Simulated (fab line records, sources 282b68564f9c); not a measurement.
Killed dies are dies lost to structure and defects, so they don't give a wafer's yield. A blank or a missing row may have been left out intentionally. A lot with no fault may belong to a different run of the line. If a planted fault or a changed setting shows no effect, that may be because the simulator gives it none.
A struck lot beside a sound one -- flow rit-cmos -- 15 out of 202 route steps
Sound: wafers L533.1, L533.4, L533.6. Struck: wafer L544.2 (left out: L544.1, L544.5 of the same lot, which were not struck); the cause appears at the end.
Per side, at each step with rows, come the tool, then ch with its chambers, and then its first start. Under that, the readings that differ: sound wafers -- struck wafers -- difference of the means -- sigmas: that difference in standard deviations of wafers without a fault.
alike: readings whose means differ by less than 2 such deviations, and words and numbers that are the same on both sides. not compared: withheld readings, readings that some wafer has no value for, bounds like >300 that may hide the same value, and numbers for which the record gives no deviation and whose values overlap.
A row with sigmas, a row that says differs or no value, or rows on one side alone: a step with any of these is where the two part. Numbers that don't overlap but have no deviation are shown without sigmas and don't part them. A reading that every wafer of one side lacks parts them only if that side has two wafers or more.

RIT_M1_SPUTTER_00: material Al, target thk 400 nm, time 500 s.
  sound: pvd-sputter-04 at day 3 23:27; struck: pvd-sputter-04 at day 6 03:55
  alike: chamber-pressure-pa, throttle-valve-pct
RIT_M1_RS_MEAS_01: uses a four-point probe to measure.
  sound: film-metro-01 at day 3 23:44; struck: film-metro-02 at day 6 04:12
  alike: M1_AL_RS
RIT_M1_THK_MEAS_02: measures by xrf.
  sound: film-metro-01 at day 3 23:52; struck: film-metro-02 at day 6 04:19
  alike: M1_AL_THK
then, 6 steps without rows for these wafers: RIT_M1_HMDS_03 (prime time 60 s); RIT_M1_COAT_04 (resist thk 1300 nm); RIT_M1_SOFTBAKE_05 (time 60 s); RIT_M1_EXPOSE_06 (exposes mask M12, target cd 2600 nm); RIT_M1_PEB_07; RIT_M1_DEVELOP_08 (develop time 65.25 s).
RIT_M1_CD_MEAS_09 targets a cd of 2600 nm.
  sound: cd-sem-01 at day 4 00:56; struck: cd-sem-01 at day 6 05:23
reading,sound,struck,difference,sigmas
cd-nm (nm),2606.2 2604.3 2605.0,2600.8,-4.4,-2
RIT_M1_OVL_MEAS_10:
  sound: overlay-02 at day 4 01:03; struck: overlay-02 at day 6 05:31
  alike: M1_OVL
then, 1 step without rows for these wafers: RIT_M1_HARDBAKE_11 (time 120 s).
RIT_M1_METAL_ETCH_12: etches Al in Cl2/BCl3, stops on SiO2, time 165 s, target depth 600 nm.
  sound on rie-metal-01 ch 0,1, day 4 01:20; struck on rie-metal-03 ch 0, day 6 05:47
reading,sound,struck,difference,sigmas
chamber-pressure-mTorr (mTorr),100.00 99.95 99.88,149.99,+50.05,+99 or more
model.NOVOLAK_of_M1_COAT_04.thk-nm (nm),799.8 815.5 803.6,792.5,-13.8,
  alike: drypump-motor-current-A, oes-product-au, throttle-valve-pct
  not compared: rf-hours-counter-h
then, 1 step without rows for these wafers: RIT_M1_STRIP_13 (strips in nmp, time 600 s).
RIT_M1_PROBE_99:
  sound: prober-01 at day 4 03:54; struck: prober-02 at day 6 08:06
  alike: defect-limited-yield, killed-at-contacts, killed-at-front-end, killed-dies, killed-open, killed-short, sort_bin_3_pad_short, sort_bin_5_function, sort_bin_6_memory, sort-n-pass, sort-yield-pct

## WHERE THEY PART
Earliest at RIT_M1_CD_MEAS_09; latest, in this record, at RIT_M1_METAL_ETCH_12. Later steps at which nothing parts them and some readings are alike: RIT_M1_PROBE_99.

WHY: what the simulator had put in
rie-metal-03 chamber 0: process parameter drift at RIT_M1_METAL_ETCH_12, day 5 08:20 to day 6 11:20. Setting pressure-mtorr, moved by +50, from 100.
